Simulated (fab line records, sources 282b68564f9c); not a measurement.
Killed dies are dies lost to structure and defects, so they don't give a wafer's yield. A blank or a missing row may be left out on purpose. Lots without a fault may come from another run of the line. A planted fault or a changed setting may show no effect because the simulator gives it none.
fab line records | flow rit_cmos
record lots=7 wafers=21 last_day=8
route steps=202 shown SDANNEAL@156 PSD@157 NSD@158 PLDD@159 NLDD@160 SILICIDE@161 CONTACT@168 M1@202
lots that met no fault: from a run of the same line without faults
start_h: hours from the record's first day to the start of the lot's first wafer shown | wait_h: hours since the lot's step before | " the same as in the row above | L1.1+2: a row that stands for several wafers | - no value, or no start given | * or withheld: withheld | < > ~ a bound
route shown NAME@n: a module of which the file shows steps, and the number in the route of the first | usual: mean/standard deviation of fault-free wafers | same: alike in all rows | chamber/n: place in a boat | sites: the reading at each site | _std_site: their standard deviation | _edge_site: outer sites' mean less inner sites' | radius_mm: how far each site lies from the wafer's centre | mask NAME#n: copy n | behind: the tool/chamber that last shaped the wafer | hold: why the lot was held/for how many hours/how that ended | device: the transistor (n, p or np) that didn't switch | end of line: the same wafers' tests at the end of the route | a step without rows: its recipe alone | killed: dies lost to structure and defects at the first sort, not the wafer's yield | map: a wafer's dies, x killed, . not, _ none there
set.NAME: the setting as run; set.NAME@STEP: as run at that earlier step | model.NAME: the simulator's own value behind a step, which no gauge read
lots at some steps of the route; a table a step, a row a wafer
services: from which hour (start_h, from the record's first day; less than 0 if before it) a tool's chamber was out of use, for how many hours, and why
## steps
# step RIT_SDANNEAL_RTA_03
# recipe temp_c=1050 time_s=5 idle_temp_c=600 ramp_up_c_per_s=342 ramp_down_c_per_s=171 cool_to_c=600 ambient=N2
# usual ramp_up_c_per_s=341.99/0.067 wafer_temp_C_max=1053.5/1.2
# columns lot.wafer tool chamber start_h wait_h ramp_up_c_per_s wafer_temp_C_max
L359.1 rtp_anneal-01 0 103.89 0.0 341.99 1054.4
L359.2 " 0 " " 342.14 1054.5
L359.4 " 0 " " 342.06 1056.2
L360.2 rtp_anneal-02 0 107.61 0.0 342.05 1057.3
L360.3 " 0 " " 342.09 1052.3
L360.5 " 0 " " 341.89 1053.0
L362.1 rtp_anneal-02 0 117.31 0.0 341.95 1054.6
L362.2 " 0 " " 341.93 1052.7
L362.5 " 0 " " 341.92 1054.6
L363.4 rtp_anneal-01 0 120.71 0.0 342.08 1053.6
L363.5 " 0 " " 342.01 1053.3
L363.6 " 0 " " 342.00 1052.9
L369.1 rtp_anneal-01 0 150.79 0.0 341.97 1055.3
L369.2 " 0 " " 341.99 1053.7
L369.5 " 0 " " 341.89 1051.3
L370.3 rtp_anneal-02 0 159.04 0.0 342.09 1054.0
L370.5 " 0 " " 342.00 1053.3
L370.6 " 0 " " 341.98 1056.2
L373.3 rtp_anneal-01 0 181.39 0.0 341.98 1053.8
L373.4 " 0 " " 342.01 1053.4
L373.5 " 0 " " 341.97 1056.6
# step RIT_SDANNEAL_RS_MEAS_04
# recipe thk_meas_gauge=four-point-probe
# usual PSD_RS=115.85/0.29
# columns lot.wafer tool chamber start_h wait_h PSD_RS[ohm/sq]
L359.1 film_metro-04 - 103.95 0.0 116.46
L359.2 " - " " 116.34
L359.4 " - " " 116.43
L360.2 film_metro-03 - 107.68 0.1 116.04
L360.3 " - " " 115.63
L360.5 " - " " 116.02
L362.1 film_metro-04 - 117.36 0.0 115.92
L362.2 " - " " 115.80
L362.5 " - " " 116.05
L363.4 film_metro-02 - 120.80 0.1 115.82
L363.5 " - " " 115.98
L363.6 " - " " 115.92
L369.1 film_metro-02 - 150.85 0.0 115.71
L369.2 " - " " 115.46
L369.5 " - " " 115.99
L370.3 film_metro-02 - 159.12 0.1 116.00
L370.5 " - " " 115.75
L370.6 " - " " 115.91
L373.3 film_metro-04 - 181.47 0.1 116.32
L373.4 " - " " 115.87
L373.5 " - " " 116.32
# step RIT_SDANNEAL_RS_MEAS_05
# recipe thk_meas_gauge=four-point-probe
# usual NSD_RS=84.57/0.29
# columns lot.wafer tool chamber start_h wait_h NSD_RS[ohm/sq]
L359.1 film_metro-04 - 104.07 0.1 84.47
L359.2 " - " " 84.47
L359.4 " - " " 84.59
L360.2 film_metro-03 - 107.80 0.1 84.90
L360.3 " - " " 84.50
L360.5 " - " " 84.72
L362.1 film_metro-04 - 117.48 0.1 84.22
L362.2 " - " " 84.23
L362.5 " - " " 84.35
L363.4 film_metro-02 - 120.92 0.1 84.67
L363.5 " - " " 84.70
L363.6 " - " " 84.45
L369.1 film_metro-02 - 150.97 0.1 84.01
L369.2 " - " " 83.88
L369.5 " - " " 84.02
L370.3 film_metro-02 - 159.24 0.1 84.68
L370.5 " - " " 84.60
L370.6 " - " " 84.73
L373.3 film_metro-04 - 181.59 0.1 85.19
L373.4 " - " " 85.04
L373.5 " - " " 84.81
# step RIT_SDANNEAL_RS_MEAS_06
# recipe thk_meas_gauge=four-point-probe
# usual PLDD_RS=176.8/0.48
# columns lot.wafer tool chamber start_h wait_h PLDD_RS[ohm/sq]
L359.1 film_metro-04 - 104.19 0.1 177.9
L359.2 " - " " 177.6
L359.4 " - " " 177.4
L360.2 film_metro-03 - 107.92 0.1 177.2
L360.3 " - " " 176.9
L360.5 " - " " 177.8
L362.1 film_metro-04 - 117.60 0.1 176.5
L362.2 " - " " 177.0
L362.5 " - " " 176.6
L363.4 film_metro-02 - 121.04 0.1 176.2
L363.5 " - " " 176.6
L363.6 " - " " 176.6
L369.1 film_metro-02 - 151.09 0.1 176.2
L369.2 " - " " 176.2
L369.5 " - " " 176.6
L370.3 film_metro-02 - 159.36 0.1 176.6
L370.5 " - " " 177.0
L370.6 " - " " 176.8
L373.3 film_metro-04 - 181.71 0.1 176.9
L373.4 " - " " 176.5
L373.5 " - " " 177.7
# step RIT_SDANNEAL_RS_MEAS_07
# recipe thk_meas_gauge=four-point-probe
# usual NLDD_RS=151.6/0.56
# columns lot.wafer tool chamber start_h wait_h NLDD_RS[ohm/sq]
L359.1 film_metro-04 - 104.31 0.1 151.9
L359.2 " - " " 152.0
L359.4 " - " " 151.7
L360.2 film_metro-03 - 108.04 0.1 151.8
L360.3 " - " " 151.4
L360.5 " - " " 151.0
L362.1 film_metro-04 - 117.72 0.1 151.0
L362.2 " - " " 151.7
L362.5 " - " " 151.7
L363.4 film_metro-02 - 121.16 0.1 151.0
L363.5 " - " " 151.5
L363.6 " - " " 151.1
L369.1 film_metro-02 - 151.21 0.1 152.7
L369.2 " - " " 152.8
L369.5 " - " " 152.6
L370.3 film_metro-02 - 159.48 0.1 152.0
L370.5 " - " " 151.7
L370.6 " - " " 151.8
L373.3 film_metro-04 - 181.83 0.1 152.2
L373.4 " - " " 151.9
L373.5 " - " " 151.9
# step RIT_SILICIDE_WET_ETCH_00
# recipe chemistry=BOE target=SiO2 target_depth_nm=14 time_s=15 dry=n2_spin dilution=10:1 temp_c=21.5
# step RIT_SILICIDE_SPUTTER_01
# recipe material=Ti target_thk_nm=30 power_w=362.5 chamber_pressure_pa=0.667 gas=Ar time_s=240 substrate_temp_c=25
# usual throttle_valve_pct=30.1/0.81
# columns lot.wafer tool chamber start_h wait_h throttle_valve_pct
L359.1 pvd_sputter-01 - 104.44 0.0 31.6
L359.2 " - " " 28.6
L359.4 " - " " 28.7
L360.2 pvd_sputter-02 - 108.15 0.0 29.0
L360.3 " - " " 31.4
L360.5 " - " " 28.6
L362.1 pvd_sputter-02 - 117.86 0.0 29.8
L362.2 " - " " 31.4
L362.5 " - " " 28.4
L363.4 pvd_sputter-04 - 121.23 0.0 30.1
L363.5 " - " " 29.6
L363.6 " - " " 30.6
L369.1 pvd_sputter-04 - 151.34 0.0 29.9
L369.2 " - " " 30.4
L369.5 " - " " 30.1
L370.3 pvd_sputter-02 - 159.58 0.0 29.0
L370.5 " - " " 29.9
L370.6 " - " " 31.3
L373.3 pvd_sputter-04 - 181.92 0.0 29.9
L373.4 " - " " 30.2
L373.5 " - " " 30.5
# step RIT_SILICIDE_RS_MEAS_02
# recipe thk_meas_gauge=four-point-probe reads=Ti_of_SILICIDE_SPUTTER_01
# usual SILICIDE_TI_RS=45.6/0.58
# columns lot.wafer tool chamber start_h wait_h SILICIDE_TI_RS[ohm/sq]
L359.1 film_metro-01 - 104.59 0.1 44.8
L359.2 " - " " 45.2
L359.4 " - " " 45.8
L360.2 film_metro-01 - 108.32 0.1 46.5
L360.3 " - " " 46.3
L360.5 " - " " 46.5
L362.1 film_metro-03 - 118.01 0.1 45.5
L362.2 " - " " 45.4
L362.5 " - " " 45.8
L363.4 film_metro-01 - 121.44 0.1 44.4
L363.5 " - " " 44.7
L363.6 " - " " 44.5
L369.1 film_metro-01 - 151.49 0.1 45.4
L369.2 " - " " 45.1
L369.5 " - " " 44.7
L370.3 film_metro-01 - 159.77 0.1 46.3
L370.5 " - " " 45.9
L370.6 " - " " 45.9
L373.3 film_metro-01 - 182.11 0.1 45.2
L373.4 " - " " 45.5
L373.5 " - " " 44.9
# step RIT_SILICIDE_THK_MEAS_03
# recipe thk_meas_gauge=xrf reads=Ti_of_SILICIDE_SPUTTER_01
# usual SILICIDE_TI_THK=31.1/0.35
# columns lot.wafer tool chamber start_h wait_h SILICIDE_TI_THK[nm]
L359.1 film_metro-01 - 104.71 0.1 31.5
L359.2 " - " " 31.4
L359.4 " - " " 31.1
L360.2 film_metro-01 - 108.43 0.1 30.5
L360.3 " - " " 30.6
L360.5 " - " " 30.8
L362.1 film_metro-03 - 118.13 0.1 31.2
L362.2 " - " " 31.1
L362.5 " - " " 31.0
L363.4 film_metro-01 - 121.53 0.1 31.9
L363.5 " - " " 31.7
L363.6 " - " " 31.9
L369.1 film_metro-01 - 151.61 0.1 31.3
L369.2 " - " " 31.3
L369.5 " - " " 31.6
L370.3 film_metro-01 - 159.87 0.1 30.8
L370.5 " - " " 31.0
L370.6 " - " " 30.9
L373.3 film_metro-01 - 182.21 0.1 31.4
L373.4 " - " " 31.2
L373.5 " - " " 31.7
# step RIT_SILICIDE_RTA_04
# recipe temp_c=650 time_s=10 idle_temp_c=25 ramp_up_s=5 ramp_down_s=5 cool_to_c=25 ambient=N2
# usual wafer_temp_C_max=653.3/1.1
# columns lot.wafer tool chamber start_h wait_h wafer_temp_C_max
L359.1 rtp_anneal-02 0 104.77 0.1 651.7
L359.2 " 0 " " 652.1
L359.4 " 0 " " 652.6
L360.2 rtp_anneal-01 0 108.50 0.1 654.7
L360.3 " 0 " " 654.6
L360.5 " 0 " " 654.6
L362.1 rtp_anneal-01 0 118.19 0.1 653.2
L362.2 " 0 " " 655.5
L362.5 " 0 " " 654.1
L363.4 rtp_anneal-02 0 121.60 0.1 651.3
L363.5 " 0 " " 652.0
L363.6 " 0 " " 652.7
L369.1 rtp_anneal-02 0 151.67 0.1 652.4
L369.2 " 0 " " 652.8
L369.5 " 0 " " 652.0
L370.3 rtp_anneal-01 0 159.93 0.1 653.9
L370.5 " 0 " " 654.4
L370.6 " 0 " " 656.6
L373.3 rtp_anneal-02 0 182.27 0.1 652.1
L373.4 " 0 " " 652.2
L373.5 " 0 " " 652.1
# step RIT_SILICIDE_WET_ETCH_05
# recipe chemistry=SPM target=Ti temp_c=90 time_s=120 dry=n2_spin
# step RIT_SILICIDE_RTA_06
# recipe temp_c=750 time_s=10 idle_temp_c=25 ramp_up_s=5 ramp_down_s=10 cool_to_c=25 ambient=N2
# usual wafer_temp_C_max=753.6/1.2
# columns lot.wafer tool chamber start_h wait_h wafer_temp_C_max
L359.1 rtp_anneal-01 0 104.88 0.0 754.1
L359.2 " 0 " " 754.9
L359.4 " 0 " " 755.1
L360.2 rtp_anneal-02 0 108.60 0.0 754.2
L360.3 " 0 " " 752.5
L360.5 " 0 " " 753.4
L362.1 rtp_anneal-02 0 118.29 0.0 752.9
L362.2 " 0 " " 752.4
L362.5 " 0 " " 752.4
L363.4 rtp_anneal-01 0 121.70 0.0 755.2
L363.5 " 0 " " 754.1
L363.6 " 0 " " 754.8
L369.1 rtp_anneal-01 0 151.78 0.0 754.4
L369.2 " 0 " " 753.4
L369.5 " 0 " " 754.3
L370.3 rtp_anneal-02 0 160.04 0.0 753.2
L370.5 " 0 " " 753.2
L370.6 " 0 " " 753.3
L373.3 rtp_anneal-01 0 182.38 0.0 755.6
L373.4 " 0 " " 754.4
L373.5 " 0 " " 754.2
# step RIT_CONTACT_CVD_00
# recipe material=SiO2 target_thk_nm=400 precursor=TEOS temp_c=390 time_s=58.18 rf_w=400
# usual heater_power_w=313/54
# columns lot.wafer tool chamber start_h wait_h heater_power_w
L359.1 pecvd-04 0 104.95 0.1 277
L359.2 " 1 " " 265
L359.4 " 0 " " 290
L360.2 pecvd-03 2 108.66 0.0 403
L360.3 " 0 " " 313
L360.5 " 1 " " 406
L362.1 pecvd-04 1 118.36 0.1 278
L362.2 " 0 " " 327
L362.5 " 0 " " 339
L363.4 pecvd-03 2 121.76 0.0 373
L363.5 " 0 " " 292
L363.6 " 1 " " 401
L363.4 pecvd-03 2 121.98 0.2 369
L363.5 " 0 " " 291
L363.6 " 1 " " 398
L369.1 pecvd-03 1 151.84 0.1 401
L369.2 " 0 " " 316
L369.5 " 1 " " 414
L369.1 pecvd-03 1 152.06 0.2 405
L369.2 " 0 " " 305
L369.5 " 1 " " 414
L370.3 pecvd-02 2 160.08 0.0 270
L370.5 " 1 " " 266
L370.6 " 2 " " 284
L370.3 pecvd-02 2 160.30 0.2 265
L370.5 " 1 " " 267
L370.6 " 2 " " 286
L373.3 pecvd-02 1 182.43 0.0 263
L373.4 " 1 " " 280
L373.5 " 2 " " 248
# step RIT_CONTACT_THK_MEAS_01
# recipe reads=SiO2_of_CONTACT_CVD_00
# usual CONTACT_TEOS_THK=382/5.2
# columns lot.wafer tool chamber start_h wait_h CONTACT_TEOS_THK[nm]
L359.1 film_metro-01 - 105.00 0.0 387
L359.2 " - " " 378
L359.4 " - " " 391
L360.2 film_metro-04 - 108.72 0.0 371
L360.3 " - " " 377
L360.5 " - " " 389
L362.1 film_metro-04 - 118.41 0.0 375
L362.2 " - " " 376
L362.5 " - " " 386
L363.4 film_metro-04 - 122.04 0.0 756
L363.5 " - " " 771
L363.6 " - " " 771
L369.1 film_metro-04 - 152.11 0.0 759
L369.2 " - " " 760
L369.5 " - " " 773
L370.3 film_metro-04 - 160.37 0.0 763
L370.5 " - " " 775
L370.6 " - " " 772
L373.3 film_metro-04 - 182.50 0.0 383
L373.4 " - " " 386
L373.5 " - " " 388
# step RIT_CONTACT_HMDS_02
# recipe prime_time_s=60 prime_temp_c=140
# step RIT_CONTACT_COAT_03
# recipe resist=NOVOLAK spin_rpm=3250 resist_thk_nm=1000
# step RIT_CONTACT_SOFTBAKE_04
# recipe resist=NOVOLAK temp_c=90 time_s=60
# step RIT_CONTACT_EXPOSE_05
# recipe mask_id=M11 na=0.6 source_shape=conventional sigma_outer=0.5 target_cd_nm=1000 dose_mj=250
# step RIT_CONTACT_PEB_06
# recipe resist=NOVOLAK temp_c=withheld time_s=withheld
# step RIT_CONTACT_DEVELOP_07
# recipe resist=NOVOLAK develop_time_s=120 dev_temp_c=23
# step RIT_CONTACT_CD_MEAS_08
# recipe target_cd_nm=1000
# usual cd_nm=999.7/1.8
# columns lot.wafer tool chamber start_h wait_h cd_nm
L359.1 cd_sem-02 - 106.02 - 999.0
L359.2 " - " " 998.4
L359.4 " - " " 999.3
L360.2 cd_sem-01 - 109.82 - 998.5
L360.3 " - " " 1000.5
L360.5 " - " " 1000.8
L362.1 cd_sem-02 - 119.66 - 998.0
L362.2 " - " " 997.5
L362.5 " - " " 999.3
L363.4 cd_sem-02 - 123.52 - 998.1
L363.5 " - " " 1000.1
L363.6 " - " " 997.5
L369.1 cd_sem-02 - 153.75 - 1000.3
L369.2 " - " " 1000.0
L369.5 " - " " 1001.5
L370.3 cd_sem-01 - 161.49 - 1003.4
L370.5 " - " " 999.9
L370.6 " - " " 1001.1
L373.3 cd_sem-01 - 183.67 - 997.0
L373.4 " - " " 998.1
L373.5 " - " " 996.7
# step RIT_CONTACT_OVL_MEAS_09
# usual CONTACT_OVL=-0.4/1.7
# columns lot.wafer tool chamber start_h wait_h CONTACT_OVL[nm]
L359.1 overlay-01 - 106.14 0.1 -0.3
L359.2 " - " " 0.1
L359.4 " - " " -0.1
L360.2 overlay-01 - 109.92 0.1 1.3
L360.3 " - " " 1.8
L360.5 " - " " 2.4
L362.1 overlay-02 - 119.78 0.1 -2.3
L362.2 " - " " -1.8
L362.5 " - " " -2.4
L363.4 overlay-01 - 123.60 0.1 -0.6
L363.5 " - " " -0.5
L363.6 " - " " -0.7
L369.1 overlay-02 - 153.87 0.1 -5.0
L369.2 " - " " -2.4
L369.5 " - " " -2.8
L370.3 overlay-01 - 161.58 0.1 -0.9
L370.5 " - " " -0.2
L370.6 " - " " -0.2
L373.3 overlay-01 - 183.76 0.1 2.4
L373.4 " - " " 1.0
L373.5 " - " " 1.4
# step RIT_CONTACT_HARDBAKE_10
# recipe resist=NOVOLAK temp_c=140 time_s=60
# step RIT_CONTACT_ETCH_11
# recipe target_depth_a=4800 over_etch_frac=0.2 stop_on=TiSi2 chemistry=CHF3/CF4/Ar target=SiO2 CHF3_flow_sccm=50 cf4_flow_sccm=10 Ar_flow_sccm=100 O2_flow_sccm=5 pressure_mtorr=100 rf_w=200 time_s=320
# usual cf4_flow_sccm=10.000/0.028 drypump_motor_current_A=5.9/0.39 mfc_ar_sccm=100.0/0.31 oes_product_au=0.990/0.0096 throttle_valve_pct=8.89/0.14
# same over_etch_frac=0.2
# columns lot.wafer tool chamber start_h wait_h cf4_flow_sccm drypump_motor_current_A mfc_ar_sccm oes_product_au rf_hours_counter_h throttle_valve_pct model.etch.depth_nm model.CONTACT.feature_depth_nm
L359.1 rie_diel-03 0 106.33 0.1 10.078 6.2 99.6 0.971 8 9.02 387.2 387.2
L359.2 " 1 " " 10.021 6.0 100.0 0.989 129 9.04 377.9 377.9
L359.4 " 3 " " 10.017 6.0 100.0 1.004 53 8.58 390.7 390.7
L360.2 rie_diel-02 3 110.10 0.1 9.981 6.6 100.1 0.999 11 8.76 370.8 370.8
L360.3 " 0 " " 10.017 5.8 100.0 0.990 136 8.82 376.7 376.7
L360.5 " 2 " " 9.997 5.9 99.7 0.986 - 9.13 389.2 389.2
L362.1 rie_diel-03 1 120.05 0.1 9.984 6.0 99.3 0.989 129 9.07 374.8 374.8
L362.2 " 0 " " 9.982 6.2 100.2 0.979 8 9.01 376.3 376.3
L362.5 " 0 " " 10.023 6.2 99.9 0.974 - 8.99 386 386
L363.4 rie_diel-04 3 123.77 0.1 10.017 6.0 100.5 0.991 154 8.81 465.9 465.9
L363.5 " 0 " " 10.032 5.5 100.1 1.004 - 8.76 475.1 475.1
L363.6 " 1 " " 9.988 5.9 100.2 1.015 - 8.93 477.3 477.3
L369.1 rie_diel-02 1 154.06 0.1 9.974 5.8 99.9 1.000 148 8.88 473.1 473.1
L369.2 " 3 " " 10.012 6.5 99.8 1.009 12 8.75 469.6 469.6
L369.5 " 2 " " 9.990 6.0 99.8 1.001 - 9.12 473.2 473.2
L370.3 rie_diel-02 1 161.76 0.1 9.976 5.8 100.3 0.992 148 8.88 480.9 480.9
L370.5 " 1 " " 10.021 5.8 100.0 1.005 - 8.89 481.2 481.2
L370.6 " 0 " " 9.992 5.8 100.4 0.994 - 8.83 486.8 486.8
L373.3 rie_diel-02 2 183.94 0.1 9.999 6.0 99.9 0.991 3 9.12 382.8 382.8
L373.4 " 0 " " 10.062 5.8 100.3 0.992 - 8.83 386.3 386.3
L373.5 " 3 " " 9.984 6.6 100.6 1.018 - 8.78 388.4 388.4
# step RIT_CONTACT_STRIP_12
# recipe chemistry=O2 time_s=180 resist=NOVOLAK platen_temp_c=withheld power_w=500 pressure_mtorr=4000 o2_flow_sccm=4000
# usual drypump_motor_current_A=5.71/0.19
# columns lot.wafer tool chamber start_h wait_h drypump_motor_current_A rf_hours_counter_h
L359.1 plasma_asher-03 1 106.53 0.1 5.62 46
L359.2 " 0 " " 5.54 46
L359.4 " 1 " " 5.64 -
L360.2 plasma_asher-04 0 110.30 0.1 5.94 48
L360.3 " 1 " " 5.68 -
L360.5 " 0 " " 5.93 -
L362.1 plasma_asher-01 1 120.24 0.1 6.10 48
L362.2 " 0 " " 5.55 48
L362.5 " 0 " " 5.56 -
L363.4 plasma_asher-03 1 124.02 0.2 5.65 -
L363.5 " 0 " " 5.54 -
L363.6 " 1 " " 5.66 -
L369.1 plasma_asher-04 1 154.25 0.1 5.67 52
L369.2 " 0 " " 5.92 52
L369.5 " 0 " " 5.92 -
L370.3 plasma_asher-04 0 162.01 0.2 5.93 -
L370.5 " 1 " " 5.65 -
L370.6 " 0 " " 5.93 -
L373.3 plasma_asher-01 0 184.19 0.2 5.54 -
L373.4 " 1 " " 6.06 -
L373.5 " 0 " " 5.57 -
# step RIT_CONTACT_CD_MEAS_90
# recipe target_cd_nm=1000
# usual cd_nm=999.8/1.9
# columns lot.wafer tool chamber start_h wait_h cd_nm
L359.1 cd_sem-02 - 106.70 0.1 999.1
L359.2 " - " " 998.2
L359.4 " - " " 999.2
L360.2 cd_sem-02 - 110.49 0.1 998.6
L360.3 " - " " 1000.2
L360.5 " - " " 1000.9
L362.1 cd_sem-01 - 120.42 0.1 998.2
L362.2 " - " " 997.8
L362.5 " - " " 999.6
L363.4 cd_sem-02 - 124.20 0.1 997.7
L363.5 " - " " 999.6
L363.6 " - " " 997.2
L369.1 cd_sem-02 - 154.43 0.1 1001.1
L369.2 " - " " 1000.5
L369.5 " - " " 1001.5
L370.3 cd_sem-02 - 162.17 0.1 1003.8
L370.5 " - " " 1000.2
L370.6 " - " " 1000.7
L373.3 cd_sem-01 - 184.34 0.1 997.1
L373.4 " - " " 998.4
L373.5 " - " " 996.8
# step RIT_CONTACT_CLEAN_13
# recipe chemistry=SC1 mix=3:3:50 time_s=600 temp_c=75
# columns lot.wafer tool chamber start_h wait_h model.SiO2_of_CONTACT_CVD_00.thk_nm
L359.1 wet_bench-04 3 106.82 0.1 383.2
L359.2 " 3 " " 373.9
L359.4 " 3 " " 386.6
L360.2 wet_bench-02 1 110.59 0.1 366.7
L360.3 " 1 " " 372.6
L360.5 " 1 " " 385.1
L362.1 wet_bench-02 3 120.54 0.1 370.6
L362.2 " 3 " " 372.2
L362.5 " 3 " " 381.9
L363.4 wet_bench-04 3 124.26 0.0 752.3
L363.5 " 3 " " 767.9
L363.6 " 3 " " 767
L369.1 wet_bench-04 1 154.55 0.1 754.5
L369.2 " 1 " " 755.4
L369.5 " 1 " " 768.7
L370.3 wet_bench-04 2 162.25 0.1 759.5
L370.5 " 2 " " 771.2
L370.6 " 2 " " 768.3
L373.3 wet_bench-02 3 184.42 0.1 378.6
L373.4 " 3 " " 382.2
L373.5 " 3 " " 384.3
# step RIT_CONTACT_CLEAN_14
# recipe chemistry=SC2 mix=3:3:50 time_s=600 temp_c=75 dry=n2_spin
# step RIT_M1_PROBE_99
# usual killed_at_contacts=0.1/0.23 killed_at_front_end=6/3.1 killed_dies=6/3.1 killed_on_rim=1.7/1.3 killed_open=3.2/1.9 killed_short=3.2/2.1
# same gross_dies=264 killed_at_M0_to_M3=0 killed_at_M4_up=0 killed_at_back_side=0 killed_at_other=0
# columns lot.wafer tool chamber start_h wait_h killed_at_contacts killed_at_front_end killed_dies killed_on_rim killed_open killed_short
L362.1 prober-02 - 124.90 0.1 0 5 5 0 1 4
L362.2 prober-02 - 124.95 0.1 0 5 5 2 2 3
L362.5 prober-02 - 125.10 0.2 0 9 9 2 5 4
L363.4 prober-01 - 158.89 0.2 260 4 264 70 2 2
L363.5 prober-01 - 158.94 0.2 259 5 264 70 2 3
L363.6 prober-01 - 158.99 0.2 256 8 264 70 5 3
L369.1 prober-02 - 160.24 0.1 253 11 264 70 6 5
L369.2 prober-02 - 160.29 0.1 254 10 264 70 9 1
L369.5 prober-02 - 160.44 0.2 251 13 264 70 4 9
L370.3 prober-02 - 166.88 0.2 257 7 264 70 6 1
L370.5 prober-02 - 166.98 0.2 256 8 264 70 6 2
L370.6 prober-02 - 167.03 0.2 258 6 264 70 3 4
# killed by level:class
L362.1 FOX1:geometric_particle:open=1 FOX1:geometric_particle:short=1 FOX2:geometric_particle:short=1 REOX:geometric_particle:short=1 SPACER:geometric_particle:short=1
L362.2 GATE:geometric_particle:open=2 FOX1:geometric_particle:short=1 GATE:geometric_particle:short=1 REOX:geometric_particle:short=1
L362.5 REOX:geometric_particle:open=3 FOX1:geometric_particle:short=1 FOX1:geometric_particle:open=1 FOX2:geometric_particle:short=1 REOX:geometric_particle:short=1 SILICIDE:geometric_particle:short=1 SILICIDE:geometric_particle:open=1
L363.4 CONTACT:area_etch=260 FOX1:geometric_particle:short=1 FOX2:geometric_particle:open=1 SILICIDE:geometric_particle:open=1 SILICIDE:geometric_particle:short=1
L363.5 CONTACT:area_etch=259 FOX1:geometric_particle:open=1 GATE:geometric_particle:short=1 GATE:geometric_particle:open=1 SPACER:geometric_particle:short=1 SILICIDE:geometric_particle:short=1
L363.6 CONTACT:area_etch=256 FOX1:geometric_particle:open=2 GATE:geometric_particle:short=2 GATE:geometric_particle:open=2 FOX2:geometric_particle:short=1 SPACER:geometric_particle:open=1
L369.1 CONTACT:area_etch=253 GATE:geometric_particle:short=4 FOX1:geometric_particle:open=2 GATE:geometric_particle:open=2 FOX1:geometric_particle:short=1 REOX:geometric_particle:open=1 SILICIDE:geometric_particle:open=1
L369.2 CONTACT:area_etch=254 GATE:geometric_particle:open=4 FOX1:geometric_particle:open=2 SILICIDE:geometric_particle:open=2 GATE:geometric_particle:short=1 REOX:geometric_particle:open=1
L369.5 CONTACT:area_etch=251 GATE:geometric_particle:short=3 REOX:geometric_particle:open=3 REOX:geometric_particle:short=2 SPACER:geometric_particle:short=2 FOX1:geometric_particle:short=1 SILICIDE:geometric_particle:short=1 SILICIDE:geometric_particle:open=1
L370.3 CONTACT:area_etch=257 REOX:geometric_particle:open=3 FOX1:geometric_particle:open=2 SPACER:geometric_particle:short=1 SILICIDE:geometric_particle:open=1
L370.5 CONTACT:area_etch=256 GATE:geometric_particle:open=3 REOX:geometric_particle:open=2 FOX1:geometric_particle:open=1 FOX1:geometric_particle:short=1 SPACER:geometric_particle:short=1
L370.6 CONTACT:area_etch=257 FOX1:geometric_particle:short=3 ACTIVE:geometric_particle:open=1 FOX1:geometric_particle:open=1 GATE:geometric_particle:open=1 CONTACT:geometric_particle:short=1
# map L363.4 (x killed, . not)
________xxxxxxx_______
_____xxxxxxxxxxxxx____
____xxxxxxxxxxxxxxx___
___xxxxxxxxxxxxxxxxx__
__xxxxxxxxxxxxxxxxxxx_
__xxxxxxxxxxxxxxxxxxx_
_xxxxxxxxxxxxxxxxxxxxx
_xxxxxxxxxxxxxxxxxxxxx
_xxxxxxxxxxxxxxxxxxxxx
_xxxxxxxxxxxxxxxxxxxxx
__xxxxxxxxxxxxxxxxxxx_
__xxxxxxxxxxxxxxxxxxx_
___xxxxxxxxxxxxxxxxx__
____xxxxxxxxxxxxxxx___
_____xxxxxxxxxxxxx____
________xxxxxxx_______
# map L369.1 (x killed, . not)
________xxxxxxx_______
_____xxxxxxxxxxxxx____
____xxxxxxxxxxxxxxx___
___xxxxxxxxxxxxxxxxx__
__xxxxxxxxxxxxxxxxxxx_
__xxxxxxxxxxxxxxxxxxx_
_xxxxxxxxxxxxxxxxxxxxx
_xxxxxxxxxxxxxxxxxxxxx
_xxxxxxxxxxxxxxxxxxxxx
_xxxxxxxxxxxxxxxxxxxxx
__xxxxxxxxxxxxxxxxxxx_
__xxxxxxxxxxxxxxxxxxx_
___xxxxxxxxxxxxxxxxx__
____xxxxxxxxxxxxxxx___
_____xxxxxxxxxxxxx____
________xxxxxxx_______
## services
# columns tool chamber start_h hours kind
rie_diel-03 1 90.83 2.7 repair
pvd_sputter-02 - 103.92 0.9 repair
rie_diel-02 - 107.92 1.0 repair
plasma_asher-03 - 108.75 9.0 pm
plasma_asher-03 0 108.75 9.0 vent_cycle
plasma_asher-03 1 108.75 9.0 vent_cycle
wet_bench-02 - 108.92 1.3 repair
plasma_asher-03 0 117.75 - clean
plasma_asher-03 1 117.75 - clean
pvd_sputter-02 - 119.14 6.3 repair
plasma_asher-04 - 125.17 1.5 repair
rie_diel-04 3 126.21 - clean
rie_diel-04 3 126.21 27.3 scheduled_down
rie_diel-04 3 126.21 27.3 vent_cycle
rie_diel-03 - 130.78 2.8 pm
pvd_sputter-02 - 152.63 1.1 repair
plasma_asher-01 - 160.25 2.8 pm
rie_diel-02 1 164.93 - clean
## key
first_sign step=RIT_CONTACT_CVD_00 reading=visit direction=added
effect step=RIT_CONTACT_THK_MEAS_01 reading=CONTACT_TEOS_THK direction=up sigmas=74 usual=382 struck=767
effect step=RIT_M1_PROBE_99 reading=killed_at_contacts direction=up sigmas=99+ usual=0.1 struck=256
model_effect step=RIT_CONTACT_ETCH_11 value=etch.depth_nm without=384 struck=475.9
model_effect step=RIT_CONTACT_CLEAN_13 value=SiO2_of_CONTACT_CVD_00.thk_nm without=379.9 struck=762.7
more_kills_born_at RIT_CONTACT_ETCH_11@rie_diel-02=1528 RIT_CONTACT_ETCH_11@rie_diel-04=775
met_at RIT_CONTACT_CVD_00
struck_wafers L363.4,L363.5,L363.6,L369.1,L369.2,L369.5,L370.3,L370.5,L370.6
later_rows_left_out L363.4,L363.5,L363.6,L369.1,L369.2,L369.5,L370.3,L370.5,L370.6
tester_left_out L363,L369,L370
fault kind=repeated_step_whole tool=pecvd-02,pecvd-03,pecvd-04 chamber=- onset_h=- steps=RIT_CONTACT_CVD_00 times=1 scope=struck_lots_only
# tester_left_out: of these lots the tester's yield and bins aren't shown, on N5 and GAA mostly nor the transistor test; their killed dies are dies lost to structure and defects alone, not to doping, threshold or leakage, so they don't give the yield
# later_rows_left_out: the simulator's readings of these wafers behind a module that went badly wrong aren't trusted and aren't shown, but for the sort
